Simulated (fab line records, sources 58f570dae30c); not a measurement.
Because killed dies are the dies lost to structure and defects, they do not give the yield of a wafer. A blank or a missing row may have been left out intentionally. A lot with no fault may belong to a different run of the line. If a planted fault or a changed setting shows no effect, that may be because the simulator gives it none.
Comparing a struck lot with a sound one :: flow berkeley cmos170 :: 17 out of 331 route steps
Sound: wafers L878.1, L878.4, L878.6. Wafers struck: L889.1, L889.4, L889.6. The cause comes at the end.
Each step with rows lists, per side, the tool, then ch with its chambers, then its first start. Under that, the readings that differ: sound wafers :: struck wafers :: difference of the means :: sigmas: that difference in standard deviations of wafers without a fault.
alike: readings with means less than 2 such deviations apart, plus words and numbers identical on both sides. not compared: withheld readings, readings lacking a value on some wafer, bounds such as >300 that could conceal the same value, and numbers that have no deviation in the record and whose values overlap.
The two part at a step that has a row with sigmas, a row that says differs or no value, or rows on one side only. Numbers that don't overlap but have no deviation are shown without sigmas and don't part them. Lack of a reading on every wafer of one side parts them only where that side has two or more wafers.

first, 3 steps without rows for these wafers: UCB170_ACTIVE_EXPOSE_10 (exposes mask ACTIVE, target cd 1200 nm); UCB170_ACTIVE_PEB_11; UCB170_ACTIVE_DEVELOP_12 (develop time 45 s).
UCB170_ACTIVE_CD_MEAS_13: target cd 1200 nm.
  sound on cd sem-01 at day 7 07:38; struck on cd sem-01 at day 9 19:49
  alike: cd nm
UCB170_ACTIVE_OVL_MEAS_14:
  sound on overlay-01 at day 7 07:46; struck on overlay-01 at day 9 19:56
reading: ACTIVE_OVL (nm)
sound: -6 -4 -4
struck: 12 6 0
difference: +11
sigmas: +2
UCB170_ACTIVE_ETCH_15: etches Si3N4 in CH3F/Ar/O2, stops on SiO2, target depth 242 nm, time 155.6 s.
  sound on rie diel-04 ch 0,1,2, day 7 07:48; struck on rie diel-02 ch 1,2, day 9 19:59
  alike: drypump motor current A, oes product au, throttle valve pct
  not compared: rf hours counter h
UCB170_ACTIVE_STRIP_16: strips in O2.
  sound on plasma asher-04 ch 0, day 7 07:54; struck on plasma asher-04 ch 0,1, day 9 20:05
  alike: drypump motor current A, oes product au, strip time to endpoint s
  not compared: rf hours counter h
UCB170_ACTIVE_CD_MEAS_90: target cd 1200 nm.
  sound on cd sem-01 at day 7 08:00; struck on cd sem-02 at day 9 20:16
  alike: cd nm
then, 4 steps without rows for these wafers: UCB170_ACTIVE_CLEAN_17 (cleans in SPM, time 600 s); UCB170_PFIELD_HMDS_00 (prime time 60 s); UCB170_PFIELD_COAT_01 (resist thk 900 nm); UCB170_PFIELD_SOFTBAKE_02 (time 60 s).
UCB170_PFIELD_EXPOSE_03: exposes mask PFIELD, target cd 1500 nm.
  sound on krf scanner-02 ch 0, day 7 08:47; struck on krf scanner-01 ch 0, day 10 00:09
reading: model.PFIELD.overlay x nm (nm)
sound: -4.814 -4.814 -4.814
struck: 261.7 261.7 261.7
difference: +266.5
sigmas: 
  alike: mask
then, 2 steps without rows for these wafers: UCB170_PFIELD_PEB_04; UCB170_PFIELD_DEVELOP_05 (develop time 45 s).
UCB170_PFIELD_OVL_MEAS_06:
  sound on overlay-01 at day 7 09:19; struck on overlay-02 at day 10 01:50
reading: PFIELD_OVL (nm)
sound: -6 -3 0
struck: 263 256 263
difference: +264
sigmas: +46
  not compared: hold
following that, these wafers have no rows for 1 step: UCB170_M3_PROBE_99.

== WHERE THEY PART ==
Last at UCB170_PFIELD_OVL_MEAS_06 as far as this record goes, first at UCB170_ACTIVE_OVL_MEAS_14.

WHY: whatever the simulator had introduced
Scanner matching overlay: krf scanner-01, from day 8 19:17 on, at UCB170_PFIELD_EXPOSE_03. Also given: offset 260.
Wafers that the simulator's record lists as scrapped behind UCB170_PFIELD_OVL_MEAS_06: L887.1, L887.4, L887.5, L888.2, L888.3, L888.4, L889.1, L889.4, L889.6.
